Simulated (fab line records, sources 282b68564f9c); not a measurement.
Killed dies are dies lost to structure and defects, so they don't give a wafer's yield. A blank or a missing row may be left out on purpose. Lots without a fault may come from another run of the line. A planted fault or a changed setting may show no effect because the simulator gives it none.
Which tool did it? | flow rit_cmos | 7 lots, 21 wafers sampled, at 2 steps of a route of 202

WHAT THE GAUGES READ, wafer by wafer
RIT_PRETRO_OVL_MEAS_06.
lot  | measured    | on         | PRETRO_OVL (nm)
L405 | day 2 11:44 | overlay-01 | 1.1 2.5 0.7
L408 | day 3 05:36 | overlay-01 | -0.7 0.3 0.2
L410 | day 3 14:10 | overlay-01 | 0.6 1.1 1.3
L412 | day 4 00:20 | overlay-01 | -1.5 0.0 1.0
L414 | day 4 09:19 | overlay-02 | - - -
L417 | day 5 00:47 | overlay-01 | - - -
L427 | day 7 12:14 | overlay-01 | -0.8 -0.8 -0.5

WHICH TOOL RAN EACH LOT (tool, then ch and the chambers of the sampled wafers, then the start)
lot  | RIT_PRETRO_EXPOSE_03
L405 | iline_stepper-01 ch 0, day 2 11:19
L408 | iline_stepper-02 ch 0, day 3 05:00
L410 | iline_stepper-02 ch 0, day 3 13:44
L412 | iline_stepper-01 ch 0, day 3 23:55
L414 | iline_stepper-01 ch 0, day 4 08:53
L417 | iline_stepper-01 ch 0, day 5 00:23
L427 | iline_stepper-02 ch 0, day 7 11:49
- RIT_PRETRO_EXPOSE_03: exposes mask M5, target cd 43700 nm.

THE ANSWER, worked out from the rows above alone
Rule: what is usual is taken from the lots themselves. Put in order of their means at a reading, lots are off if they are a third of the lots or fewer, leave a main group of 4 or more, and stand apart from it by a gap of 3 or more times the standard deviation of the main group's means; of several such gaps the widest counts. A main group whose means are all the same, to the digits that the tables above print for the reading, isn't used. A lot without any number at a reading at which 4 lots or more have one is off too. The other lots that the step has rows for count as sound.
Off: L414, L417, at RIT_PRETRO_OVL_MEAS_06 (PRETRO_OVL). Without a number there: L414, L417. The main group: mean 0.3 nm, standard deviation 0.79.
A tool fits if, at a process step before that reading, it ran every lot that is off, and no sound lot after the first of them. The gauges at RIT_PRETRO_OVL_MEAS_06 are tried like those tools. One fits: iline_stepper-01 at RIT_PRETRO_EXPOSE_03. Its last sound lot is L412 (day 3 23:55), its first lot that is off L414 (day 4 08:53): a fault that began between those two fits.

WHAT THE SIMULATOR HAD PUT IN
Scanner matching overlay: iline_stepper-01, from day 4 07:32 on, at RIT_PRETRO_EXPOSE_03. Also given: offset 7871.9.
Lots struck among those shown: L414, L417. The rule above found the same.
